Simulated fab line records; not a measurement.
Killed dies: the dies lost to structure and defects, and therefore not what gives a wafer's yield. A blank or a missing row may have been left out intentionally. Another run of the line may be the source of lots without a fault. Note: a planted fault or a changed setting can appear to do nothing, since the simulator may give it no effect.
Split-lot study + flow berkeley-cmos170 + 23 wafers read from 5 lots, route of 331 steps

## ON THE SPLIT
At UCB170_NLDD_IMPLANT_09, the setting dose-cm2 was moved away from the recipe's 5e+13 on 6 of the 23 wafers read, by -4.9% to +4.2%. The other wafers ran this setting at the recipe's value.

## FROM THE SPLIT TO THE READING: what the file shows between them, 9 steps
- UCB170_NLDD_STRIP_10: strips in O2
- UCB170_NSD_PEB_04 (also split here: peb-temp-c)
- UCB170_NSD_DEVELOP_05: develop time 45 s
- UCB170_NSD_CD_MEAS_06: target cd 1200 nm
- UCB170_BACKSIDE_COAT_01: resist thk 900 nm (also split here: spin-rpm)
- UCB170_BACKSIDE_SOFTBAKE_02: time 60 s
- UCB170_BACKSIDE_STRIP_03: strips in O2
- UCB170_BACKSIDE_CLEAN_04: cleans in SPM, time 600 s
- UCB170_SDANNEAL_RTA_00: time 10 s

## THE READING
Measured at UCB170_SDANNEAL_RS_MEAS_05 by four-point probe: NLDD_RS, in ohm/sq. On this fab line, fault-free wafers typically give 616.2 ohm/sq with a standard deviation of 1.2 ohm/sq.

| wafer  | tool, chamber at the split | dose-cm2 as run | against the recipe | NLDD_RS, ohm/sq | against lot-mates on the recipe |
|--------|----------------------------|-----------------|--------------------|-----------------|---------------------------------|
| L074.1 | implanter-04, 0            | 5e+13           | recipe             | 614.9           | -                               |
| L074.2 | implanter-04, 0            | 5e+13           | recipe             | 615.7           | -                               |
| L074.4 | implanter-04, 0            | 5e+13           | recipe             | 614.3           | -                               |
| L074.5 | implanter-04, 0            | 5e+13           | recipe             | 614.6           | -                               |
| L074.6 | implanter-04, 0            | 5e+13           | recipe             | 615.1           | -                               |
| L076.1 | implanter-04, 0            | 5.209e+13       | +4.2%              | 606.8           | -8.4                            |
| L076.2 | implanter-04, 0            | 5e+13           | recipe             | 615.7           | -                               |
| L076.3 | implanter-04, 0            | 5e+13           | recipe             | 615.9           | -                               |
| L076.5 | implanter-04, 0            | 5e+13           | recipe             | 614.1           | -                               |
| L076.6 | implanter-04, 0            | 5.209e+13       | +4.2%              | 607.7           | -7.5                            |
| L083.1 | implanter-03, 0            | 5e+13           | recipe             | 618.0           | -                               |
| L083.2 | implanter-03, 0            | 5e+13           | recipe             | 618.1           | -                               |
| L083.3 | implanter-03, 0            | 4.754e+13       | -4.9%              | 628.6           | +10.7                           |
| L083.5 | implanter-03, 0            | 4.754e+13       | -4.9%              | 627.9           | +10.0                           |
| L083.6 | implanter-03, 0            | 5e+13           | recipe             | 617.6           | -                               |
| L085.1 | implanter-03, 0            | 5e+13           | recipe             | 616.9           | -                               |
| L085.2 | implanter-03, 0            | 5e+13           | recipe             | 614.9           | -                               |
| L085.4 | implanter-03, 0            | 5e+13           | recipe             | 618.7           | -                               |
| L084.1 | implanter-04, 0            | 4.892e+13       | -2.2%              | 622.6           | +4.9                            |
| L084.2 | implanter-04, 0            | 5e+13           | recipe             | 617.0           | -                               |
| L084.3 | implanter-04, 0            | 4.892e+13       | -2.2%              | 622.6           | +4.9                            |
| L084.4 | implanter-04, 0            | 5e+13           | recipe             | 617.1           | -                               |
| L084.5 | implanter-04, 0            | 5e+13           | recipe             | 618.9           | -                               |

THE FIT
A straight line over all 23 wafers: NLDD_RS changes by -2.36 ohm/sq for each +1% of dose-cm2; r = -0.96; the points scatter about the line by 1.4 ohm/sq.
The same after taking each lot's own level away (the mean of its wafers on the recipe; 23 wafers): -2.04 ohm/sq for each +1%; r = -0.98; scatter 0.83 ohm/sq.
Per that fit: largest dose-cm2 move, reading shift of 10 ohm/sq.
From 614.92 to 617.90 ohm/sq: that is the span of the lots' own levels, equal to 2.5 times the standard deviation above.
Hence the slope depends on the lot-to-lot level, as the two fits are not the same.
Check: for one of the wafers moved furthest among these (-4.9%), held out of the fit, the line's prediction against its lot-mates is +9.95 ohm/sq. It came out at +10.7 ohm/sq against them.

## FURTHER SPLITS ON THESE WAFERS
Before the reading, these wafers also passed through other splits. Each is held against what the fit with the lots' levels taken away leaves over:
| other split on the same wafers   | wafers away from the commonest value | r with NLDD_RS (lot level and that fit taken away) |
|----------------------------------|--------------------------------------|----------------------------------------------------|
| UCB170_NSD_PEB_04 peb-temp-c     | 6                                    | +0.10                                              |
| UCB170_BACKSIDE_COAT_01 spin-rpm | 10                                   | +0.07                                              |

## FILE'S OWN FIT
NLDD_RS changes by -2.05 ohm/sq for each +1% of dose-cm2, r = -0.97.
